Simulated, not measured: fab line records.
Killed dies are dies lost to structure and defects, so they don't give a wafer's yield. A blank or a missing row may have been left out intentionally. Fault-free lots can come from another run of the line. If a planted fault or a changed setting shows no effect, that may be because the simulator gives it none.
Which tool did it? + flow berkeley cmos170 + 14 lots with 42 wafers sampled at 4 steps, on a route of 331 steps

== WHAT EACH GAUGE READ, for each wafer ==
UCB170_GATE_THK_MEAS_05.
| lot  | measured     | on            | GATE_POLY_THK (nm) |
|------|--------------|---------------|--------------------|
| L356 | day 6 07:58  | film metro-02 | 213.7 212.6 210.6  |
| L358 | day 6 15:13  | film metro-04 | 213.9 212.0 212.8  |
| L360 | day 7 01:29  | film metro-02 | 213.7 214.2 214.4  |
| L359 | day 7 01:29  | film metro-04 | 212.7 212.0 213.1  |
| L361 | day 7 01:29  | film metro-01 | 213.3 214.5 213.7  |
| L362 | day 7 11:25  | film metro-01 | 216.2 215.0 215.0  |
| L369 | day 8 22:19  | film metro-01 | 214.9 214.6 216.1  |
| L368 | day 8 22:25  | film metro-02 | 214.0 211.8 213.6  |
| L370 | day 9 17:09  | film metro-02 | 213.5 217.0 216.4  |
| L372 | day 10 07:05 | film metro-02 | 213.5 214.7 213.3  |
| L373 | day 10 07:05 | film metro-04 | 213.2 210.7 212.6  |
| L374 | day 10 07:06 | film metro-01 | 216.3 216.3 216.6  |
| L375 | day 10 21:13 | film metro-04 | 213.7 213.2 213.0  |
| L378 | day 11 05:47 | film metro-04 | 214.4 213.2 214.5  |

UCB170_GATE_OVL_MEAS_13.
| lot  | measured     | on         | GATE_OVL (nm) |
|------|--------------|------------|---------------|
| L356 | day 6 09:23  | overlay-01 | 5 2 3         |
| L358 | day 6 16:35  | overlay-01 | 2 0 -2        |
| L360 | day 7 03:14  | overlay-02 | 4 13 5        |
| L359 | day 7 02:59  | overlay-01 | -2 -5 -9      |
| L361 | day 7 02:44  | overlay-01 | 3 -1 3        |
| L362 | day 7 12:50  | overlay-02 | -3 -5 4       |
| L369 | day 8 23:47  | overlay-01 | -4 -7 -4      |
| L368 | day 9 00:02  | overlay-01 | -4 1 3        |
| L370 | day 9 18:37  | overlay-01 | -4 9 -2       |
| L372 | day 10 08:35 | overlay-02 | 1 -3 -6       |
| L373 | day 10 08:20 | overlay-02 | -5 -11 -11    |
| L374 | day 10 08:23 | overlay-01 | 2 5 7         |
| L375 | day 10 23:13 | overlay-02 | 1 -2 -5       |
| L378 | day 11 08:19 | overlay-01 | -2 -3 -8      |

UCB170_PLDD_CD_MEAS_06: the cd target is 1200 nm.
| lot  | measured     | on        | cd nm (nm)           |
|------|--------------|-----------|----------------------|
| L356 | day 6 11:43  | cd sem-02 | 1198.1 1199.0 1200.1 |
| L358 | day 6 18:22  | cd sem-02 | 1199.5 1198.0 1199.7 |
| L360 | day 7 05:15  | cd sem-01 | 1200.4 1200.6 1200.2 |
| L359 | day 7 05:14  | cd sem-02 | 1196.8 1196.8 1198.1 |
| L361 | day 7 04:26  | cd sem-02 | 1199.2 1198.8 1198.3 |
| L362 | day 7 14:28  | cd sem-01 | 1200.1 1200.0 1200.9 |
| L369 | day 9 02:05  | cd sem-01 | 1202.8 1201.9 1203.2 |
| L368 | day 9 02:41  | cd sem-02 | 1202.6 1202.1 1201.9 |
| L370 | day 9 20:00  | cd sem-01 | 1199.1 1199.1 1198.6 |
| L372 | day 10 10:32 | cd sem-02 | 1200.0 1200.3 1198.6 |
| L373 | day 10 10:08 | cd sem-02 | 1198.0 1198.0 1198.1 |
| L374 | day 10 10:26 | cd sem-02 | 1199.0 1198.4 1197.5 |
| L375 | day 11 01:39 | cd sem-01 | 1200.3 1199.7 1200.6 |
| L378 | day 11 10:13 | cd sem-02 | 1201.3 1201.2 1200.7 |

== WHAT TOOL EACH LOT RAN ON (gives the tool, then ch and the chambers of the sampled wafers, and finally the start) ==
| lot  | UCB170_GATE_ETCH_15              |
|------|----------------------------------|
| L356 | rie si-01 ch 2,3, day 6 09:28    |
| L358 | rie si-02 ch 0,2,3, day 6 16:40  |
| L360 | rie si-01 ch 1,2,3, day 7 03:19  |
| L359 | rie si-02 ch 0,1,3, day 7 03:03  |
| L361 | rie si-01 ch 1,2, day 7 02:49    |
| L362 | rie si-02 ch 0,1,3, day 7 12:54  |
| L369 | rie si-02 ch 2,3, day 8 23:52    |
| L368 | rie si-01 ch 2,3, day 9 00:05    |
| L370 | rie si-02 ch 1,2, day 9 18:41    |
| L372 | rie si-01 ch 0,1,2, day 10 08:40 |
| L373 | rie si-01 ch 0,2, day 10 08:25   |
| L374 | rie si-01 ch 0,1,3, day 10 08:27 |
| L375 | rie si-01 ch 0,1,3, day 10 23:18 |
| L378 | rie si-01 ch 2,3, day 11 08:23   |
- UCB170_GATE_ETCH_15: etches poly-Si in HBr/Cl2, stops on SiO2, time 56.3 s, target depth 278.2 nm.

== AS READ BY THE TOOLS THEMSELVES (means over the sampled wafers that have a number; for cases with no such wafer, the mark the record gives instead) ==
UCB170_GATE_ETCH_15.
| lot  | tool      | bias w (W) | drypump motor current A (A) | oes product au (a.u.) | throttle valve pct (%) |
|------|-----------|------------|-----------------------------|-----------------------|------------------------|
| L356 | rie si-01 | 150.0      | 5.4                         | 0.825                 | 26.58                  |
| L358 | rie si-02 | 150.1      | 5.8                         | 0.837                 | 26.32                  |
| L360 | rie si-01 | 149.9      | 5.4                         | 0.837                 | 26.67                  |
| L359 | rie si-02 | 149.9      | 6.0                         | 0.825                 | 26.29                  |
| L361 | rie si-01 | 150.0      | 5.5                         | 0.839                 | 26.72                  |
| L362 | rie si-02 | 150.2      | 6.0                         | 0.836                 | 26.29                  |
| L369 | rie si-02 | 149.2      | 5.7                         | 0.809                 | 26.47                  |
| L368 | rie si-01 | 150.3      | 5.9                         | 0.836                 | 26.66                  |
| L370 | rie si-02 | 149.9      | 5.9                         | 0.819                 | 26.47                  |
| L372 | rie si-01 | 149.8      | 5.8                         | 0.841                 | 26.52                  |
| L373 | rie si-01 | 150.3      | 6.0                         | 0.837                 | 26.30                  |
| L374 | rie si-01 | 150.2      | 5.3                         | 0.838                 | 26.45                  |
| L375 | rie si-01 | 150.1      | 5.3                         | 0.831                 | 26.45                  |
| L378 | rie si-01 | 149.7      | 5.9                         | 0.840                 | 26.66                  |

== THE ANSWER, worked out from the rows above alone ==
Rule: the lots themselves supply what counts as usual. Put in order of their means at a reading, lots are off if they are a third of the lots or fewer, leave a main group of 4 or more, and stand apart from it by a gap of 3 or more times the standard deviation of the main group's means; of several such gaps the widest counts. A main group is skipped when, at the precision printed for the reading in the tables above, its means are all equal. A lot without any number at a reading at which 4 lots or more have one is off too. All remaining lots with rows at the step are treated as sound. Order of review: gauges by route order, followed by the tools' own readings, for which a lot's mean as printed above is used. At the first step where some lot is off, the reading lying furthest off is the one used; lots without a number count as furthest.
Across all readings shown, no lot is off: no conclusion can be drawn from this.

== WHAT WAS PUT IN BY THE SIMULATOR ==
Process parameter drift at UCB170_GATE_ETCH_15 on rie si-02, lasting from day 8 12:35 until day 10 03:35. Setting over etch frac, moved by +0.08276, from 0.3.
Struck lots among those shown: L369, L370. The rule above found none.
